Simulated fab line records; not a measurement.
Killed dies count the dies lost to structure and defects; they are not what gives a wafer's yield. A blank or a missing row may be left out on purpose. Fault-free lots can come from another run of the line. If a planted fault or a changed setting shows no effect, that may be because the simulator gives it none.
2 desks, one fault | flow rit-cmos | each desk holds nothing but its own numbers, with what lay behind them at the end

== FOR THE TOOL OWNER'S DESK: lpcvd-02 ==
The tool's own readings at RIT_ACTIVE_CVD_03 (deposits Si3N4 from SiH2Cl2/NH3, target thk 150 nm, time 1500 s): means of the sampled wafers that have a number, for each lot that ran on this tool. Any lot whose mean is over 4 standard deviations away from the usual mean is out of limits and marked OUT; that distance is given in the brackets.
Columns: A = sih2cl2-flow-sccm at RIT_ACTIVE_CVD_03, usual 59.99 sccm; B = spike-tc-load-C at RIT_ACTIVE_CVD_03, usual 834.4 C
lot  | first seen here | A     | B
L815 | day 1 17:20     | 60.04 | 836.1
L820 | day 2 19:08     | 60.02 | 835.0
L821 | day 2 23:07     | 60.13 | 835.6
L822 | day 3 06:29     | 60.02 | 832.9
L837 | day 6 07:53     | 60.12 | 836.7
Result from this desk: across the 5 lots, nothing is out of limits.

== FROM THE METROLOGY DESK ==
What the gauges read, lot by lot, whatever tool the lot ran on: means of the sampled wafers that have a number. Any lot whose mean is over 4 standard deviations away from the usual mean is out of limits and marked OUT; that distance is given in the brackets.
Columns: A = ACTIVE_NITRIDE_THK at RIT_ACTIVE_THK_MEAS_04, usual 149.7 nm; B = PSD_OVL at RIT_PSD_OVL_MEAS_06, usual 0.7 nm; C = CONTACT_TEOS_THK at RIT_CONTACT_THK_MEAS_01, usual 401 nm; D = cd-nm at RIT_M1_CD_MEAS_09, usual 2599.1 nm
lot  | first seen here | A               | B    | C   | D
L814 | day 1 14:14     | 151.4           | 1.7  | 398 | 2601.0
L815 | day 1 18:46     | 149.4           | 0.1  | 398 | 2601.4
L816 | day 2 01:22     | 149.9           | 1.8  | 406 | 2598.7
L820 | day 2 20:34     | 148.4           | 2.0  | 405 | 2595.6
L821 | day 3 00:32     | 101.2 (-35) OUT | 1.7  | 403 | 2598.6
L822 | day 3 08:37     | 98.1 (-37) OUT  | -1.0 | 407 | 2599.3
L823 | day 3 14:22     | 148.4           | -0.2 | 401 | 2600.1
L826 | day 4 01:32     | 149.2           | 0.9  | 396 | 2595.4
L828 | day 4 11:32     | 150.8           | -0.7 | 406 | 2600.7
L834 | day 5 18:30     | 148.9           | 3.3  | 401 | 2601.7
L836 | day 6 03:55     | 151.6           | 1.4  | 398 | 2599.7
L837 | day 6 09:18     | 150.5           | 0.0  | 400 | 2600.4
This desk's result: L821, L822 out of limits, first on L821 (ACTIVE_NITRIDE_THK at RIT_ACTIVE_THK_MEAS_04), day 3 00:32. Within limits: L814, L815, L816, L820, L823, L826, L828, L834, L836, L837.

== ALL TOGETHER ==
An alarm was possible from the metrology desk at day 3 00:32, on L821, L822.
Nothing out of limits was seen by the tool owner's desk.
On record at the tool owner's desk: L821, L822, within its limits.
On lpcvd-02, each named lot ran RIT_ACTIVE_CVD_03.

== WHAT THE SIMULATOR HAD INSERTED ==
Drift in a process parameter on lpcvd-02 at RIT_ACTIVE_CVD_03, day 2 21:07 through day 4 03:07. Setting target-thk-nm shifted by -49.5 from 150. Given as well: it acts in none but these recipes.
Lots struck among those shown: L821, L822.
Hours from the fault's start to each desk's first reading out of limits: the metrology desk, 3.
